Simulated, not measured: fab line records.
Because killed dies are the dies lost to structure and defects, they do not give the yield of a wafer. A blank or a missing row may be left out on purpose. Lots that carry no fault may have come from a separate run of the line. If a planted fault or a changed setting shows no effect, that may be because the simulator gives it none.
Chamber matching	flow rit cmos	3 sister chambers for RIT_FOX1_WET_ETCH_02 on wet bench-03
The step etches SiO2 in BOE, target depth 350 nm, time 390 s. 3 wafers are shown with their chamber, then 7 later ones without.

EACH WAFER AND ITS CHAMBER
wafer	chamber	bath heat duty pct (%)
L437.6	2	2.6
L438.4	3	2.5
L441.4	0	1.1

WAFERS WHOSE CHAMBER IS MISSING
wafer	bath heat duty pct (%)
L441.5	1.5
L443.1	1.4
L443.2	2.6
L443.3	2.5
L455.1	1.7
L455.3	2.0
L455.5	2.0

EACH ONE'S CHAMBER
wafer	from the rows above	in truth
L441.5	can't be placed: 0 or 3 or 2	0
L443.1	0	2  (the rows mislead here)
L443.2	can't be placed: 2 or 3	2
L443.3	can't be placed: 3 or 2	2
L455.1	can't be placed: 0 or 3 or 2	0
L455.3	can't be placed: 3 or 2 or 0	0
L455.5	can't be placed: 3 or 2 or 0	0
Correctly placed: 0 of 7. Cannot be placed on the basis of these rows: 6; the candidates contain the true chamber in 6. Number placed wrongly: 1.
How it was worked out, from the rows above alone: a wafer's distance from a chamber is the root of the sum, over the readings, of the square of ((its reading less the chamber's mean) divided by the reading's scatter). If the next closest chamber is less than 2 further off than the closest, the wafer can't be placed; otherwise it belongs to the closest. The mean given for a chamber averages the wafers shown for that chamber. The scatter: with one shown wafer a chamber, the root of the mean of the squares of how far each hidden wafer lies from its nearest shown one.
